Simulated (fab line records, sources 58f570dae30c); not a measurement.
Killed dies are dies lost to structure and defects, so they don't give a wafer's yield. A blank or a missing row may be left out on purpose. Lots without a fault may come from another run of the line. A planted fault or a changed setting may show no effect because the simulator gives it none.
Chamber matching | flow berkeley_cmos170 | UCB170_V2_CMP_02 on cmp-02: 4 sister chambers
The step polishes SiO2. 16 wafers are shown with their chamber, then 8 later ones without.

WAFERS WITH THEIR CHAMBER
wafer  | chamber | motor_current_A (A)
L332.4 | 2       | 16.6
L332.5 | 1       | 15.0
L332.6 | 0       | 19.5
L331.2 | 1       | 14.9
L331.4 | 3       | 17.7
L331.6 | 0       | 20.1
L344.3 | 3       | 17.2
L344.5 | 2       | 17.1
L344.6 | 1       | 13.8
L345.2 | 2       | 16.5
L345.4 | 1       | 14.1
L345.6 | 3       | 15.7
L347.2 | 3       | 17.5
L347.3 | 1       | 14.5
L347.4 | 0       | 20.7
L349.2 | 3       | 17.9

SIGNATURES (means of the wafers above)
reading         | chamber 0 | chamber 1 | chamber 2 | chamber 3 | scatter within a chamber
motor_current_A | 20.100    | 14.460    | 16.733    | 17.200    | 0.649
Rule: a wafer's distance from a chamber is the root of the sum, over the readings, of the square of ((its reading less the chamber's mean) divided by the reading's scatter). The wafer belongs to the nearest chamber; if the next one is less than 2 further off, it can't be placed. The scatter: the root of (the sum of the squares of (reading less its chamber's mean) over the shown wafers, divided by (wafers less chambers)).

WAFERS WITHOUT THEIR CHAMBER
wafer  | motor_current_A (A)
L349.3 | 15.7
L349.4 | 13.7
L351.2 | 18.8
L351.3 | 17.2
L351.6 | 18.5
L353.1 | 17.5
L353.3 | 16.5
L353.5 | 13.9

WHICH CHAMBER EACH WENT THROUGH
wafer  | from the rows above          | in truth
L349.3 | can't be placed: 2 or 1 or 3 | 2
L349.4 | 1                            | 1
L351.2 | can't be placed: 0 or 3 or 2 | 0
L351.3 | can't be placed: 3 or 2      | 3
L351.6 | can't be placed: 3 or 0 or 2 | 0
L353.1 | can't be placed: 3 or 2      | 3
L353.3 | can't be placed: 2 or 3      | 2
L353.5 | 1                            | 1
Placed correctly: 2 of 8. Can't be placed from these rows: 6 (the true chamber is among the candidates in 6). Placed wrongly: 0.
